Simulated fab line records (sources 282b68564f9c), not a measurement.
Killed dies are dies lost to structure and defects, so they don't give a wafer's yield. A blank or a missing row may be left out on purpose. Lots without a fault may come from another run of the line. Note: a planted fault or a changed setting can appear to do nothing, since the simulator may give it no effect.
A lot that was struck, set against a sound lot || flow rit_cmos || 18 out of 202 route steps
Sound: these wafers, L228.2, L228.3, L228.5. Wafers L236.2, L236.3, L236.4 were the ones struck. At the end, the cause is stated.
Each step with rows lists, per side, the tool, then ch with its chambers, then its first start. Under that, the readings that differ: sound wafers || struck wafers || difference of the means || sigmas: that difference in standard deviations of wafers without a fault.
alike: words and numbers the same on both sides, and readings whose means are apart by under 2 such deviations; not compared: readings that were withheld, readings missing a value for some wafer, numbers with overlapping values and no deviation given by the record, and bounds like >300 which may hide the same value.
A row with sigmas, a row that says differs or no value, or rows on one side alone: a step with any of these is where the two part. When numbers do not overlap yet have no deviation, they are printed without sigmas and do not part them. A reading missing from all wafers of one side parts the sides only when that side holds two or more wafers.

first, 4 steps without rows for these wafers: RIT_NSD_SOFTBAKE_02 (time 60 s); RIT_NSD_EXPOSE_03 (exposes mask M9, target cd 40700 nm); RIT_NSD_PEB_04; RIT_NSD_DEVELOP_05 (develop time 50 s).
RIT_NSD_OVL_MEAS_06:
  sound on overlay-01, day 3 18:22; struck on overlay-01, day 5 05:52
  alike: NSD_OVL
then, 2 steps without rows for these wafers: RIT_NSD_HARDBAKE_07 (time 60 s); RIT_NSD_IMPLANT_08.
RIT_NSD_STRIP_09: strips in O2, time 180 s.
  sound on plasma_asher-04 ch 0,1, day 3 18:41; struck on plasma_asher-03 ch 0,1, day 5 06:12
  alike: drypump_motor_current_A, o2_flow_sccm
  not compared: rf_hours_counter_h
RIT_NSD_TW_MEAS_10:
  sound on film_metro-04, day 3 18:52; struck on film_metro-02, day 5 06:23
  alike: NSD_TW
then, 3 steps without rows for these wafers: RIT_PSD_HMDS_00 (prime time 60 s); RIT_PSD_COAT_01 (resist thk 1000 nm); RIT_PSD_SOFTBAKE_02 (time 60 s).
RIT_PSD_EXPOSE_03: exposes mask M10, target cd 40900 nm.
  sound on iline_stepper-02 ch 0, day 3 19:23; struck on iline_stepper-01 ch 0, day 5 06:55
{"reading": "model.PSD.overlay_x_nm (nm)", "sound": "-0.2575 -0.2575 -0.2575", "struck": "128.8 128.8 128.8", "difference": "+129.1", "sigmas": ""}
  alike: mask
then, 2 steps without rows for these wafers: RIT_PSD_PEB_04; RIT_PSD_DEVELOP_05 (develop time 50 s).
RIT_PSD_OVL_MEAS_06:
  sound on overlay-01, day 3 19:47; struck on overlay-01, day 5 07:18
{"reading": "PSD_OVL (nm)", "sound": "2.3 1.6 1.7", "struck": "127.4 128.3 130.3", "difference": "+126.8", "sigmas": "+99 or more"}
then, 1 step without rows for these wafers: RIT_PSD_HARDBAKE_07 (time 60 s).
RIT_M1_PROBE_99:
  sound on prober-02, day 4 04:20; struck on prober-02, day 5 15:37
{"reading": "model.etest.select_edge_diode_p.leak_log10_a (angstrom)", "sound": "-10.36 -10.38 -10.37", "struck": "-9.86 -10.04 -9.921", "difference": "+0.43", "sigmas": ""}
  alike: killed_at_contacts, killed_at_front_end, killed_dies, killed_open, killed_short

## WHERE THEY PART
Within this record, at RIT_PSD_OVL_MEAS_06 only. Later steps at which nothing parts them and some readings are alike: RIT_M1_PROBE_99.

WHY: what had been put in by the simulator
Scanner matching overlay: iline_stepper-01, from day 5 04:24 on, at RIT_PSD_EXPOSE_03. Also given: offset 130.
